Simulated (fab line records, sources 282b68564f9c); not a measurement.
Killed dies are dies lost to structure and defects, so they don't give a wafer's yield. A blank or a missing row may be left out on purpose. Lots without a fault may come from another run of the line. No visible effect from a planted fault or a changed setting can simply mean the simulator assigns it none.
One fault through the eyes of 2 desks || flow rit_cmos || each desk holds nothing but its own numbers, with what lay behind them at the end

## FOR THE TOOL OWNER'S DESK: wet_bench-02
The tool's own readings at RIT_SDANNEAL_CLEAN_00 (cleans in SC1, time 600 s): means of the sampled wafers that have a number, for each lot that ran on this tool. A lot is out of limits, marked OUT, if its mean lies more than 4 standard deviations from the usual mean; the brackets give that distance.
Columns: A = temp_c at RIT_SDANNEAL_CLEAN_00, usual 74.99 C
{"lot": "L581", "first seen here": "day 3 02:06", "A": 75.01}
{"lot": "L582", "first seen here": "day 3 06:35", "A": 75.03}
{"lot": "L583", "first seen here": "day 3 13:07", "A": "74.33 (-5.5) OUT"}
{"lot": "L584", "first seen here": "day 3 17:12", "A": "74.24 (-6.2) OUT"}
{"lot": "L597", "first seen here": "day 6 08:32", "A": 74.98}
{"lot": "L600", "first seen here": "day 7 01:31", "A": 74.85}
{"lot": "L604", "first seen here": "day 7 22:48", "A": 75.17}
Finding of this desk: L583, L584 out of limits; the first was L583 at day 3 13:07, on temp_c at RIT_SDANNEAL_CLEAN_00. Within limits: L581, L582, L597, L600, L604.

## FROM THE METROLOGY DESK
Means of the sampled wafers that have a number, per lot and without regard to the tool the lot ran on: this is what the gauges read. A lot is out of limits, marked OUT, if its mean lies more than 4 standard deviations from the usual mean; the brackets give that distance.
Columns: A = NSD_OVL at RIT_NSD_OVL_MEAS_06, usual -0.6 nm; B = M1_AL_RS at RIT_M1_RS_MEAS_01, usual 0.0734 ohm/sq
{"lot": "L581", "first seen here": "day 3 00:07", "A": -1.3, "B": 0.0734}
{"lot": "L582", "first seen here": "day 3 04:25", "A": -0.9, "B": 0.0727}
{"lot": "L583", "first seen here": "day 3 10:58", "A": 0.5, "B": 0.0725}
{"lot": "L584", "first seen here": "day 3 15:13", "A": -0.4, "B": 0.0736}
{"lot": "L585", "first seen here": "day 3 19:41", "A": -0.2, "B": 0.0737}
{"lot": "L593", "first seen here": "day 5 11:37", "A": -1.1, "B": 0.0727}
{"lot": "L595", "first seen here": "day 5 21:20", "A": 0.0, "B": 0.0738}
{"lot": "L597", "first seen here": "day 6 06:26", "A": 1.0, "B": 0.0719}
{"lot": "L598", "first seen here": "day 6 13:04", "A": -0.0, "B": 0.0726}
{"lot": "L599", "first seen here": "day 6 17:46", "A": -2.2, "B": 0.0725}
{"lot": "L600", "first seen here": "day 6 23:22", "A": -1.1, "B": 0.0744}
{"lot": "L601", "first seen here": "day 7 06:01", "A": -1.2, "B": 0.0742}
{"lot": "L603", "first seen here": "day 7 13:35", "A": -0.8, "B": 0.0737}
{"lot": "L604", "first seen here": "day 7 20:30", "A": 0.1, "B": 0.0744}
This desk's finding: nothing out of limits on any of the 14 lots.

## TAKEN TOGETHER
On L583, L584, at day 3 13:07, an alarm was possible from the tool owner's desk.
At the metrology desk, nothing out of limits was observed.
The metrology desk holds a record of L583, L584, inside its limits.
All the named lots went through RIT_SDANNEAL_CLEAN_00 on wet_bench-02.

## WHAT THE SIMULATOR PUT IN
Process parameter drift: wet_bench-02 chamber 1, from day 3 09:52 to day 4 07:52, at RIT_SDANNEAL_CLEAN_00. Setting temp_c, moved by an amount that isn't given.
Lots struck among those shown: L583, L584.
Delay in hours, fault start to first out-of-limits reading, by desk: the tool owner's desk at 3.
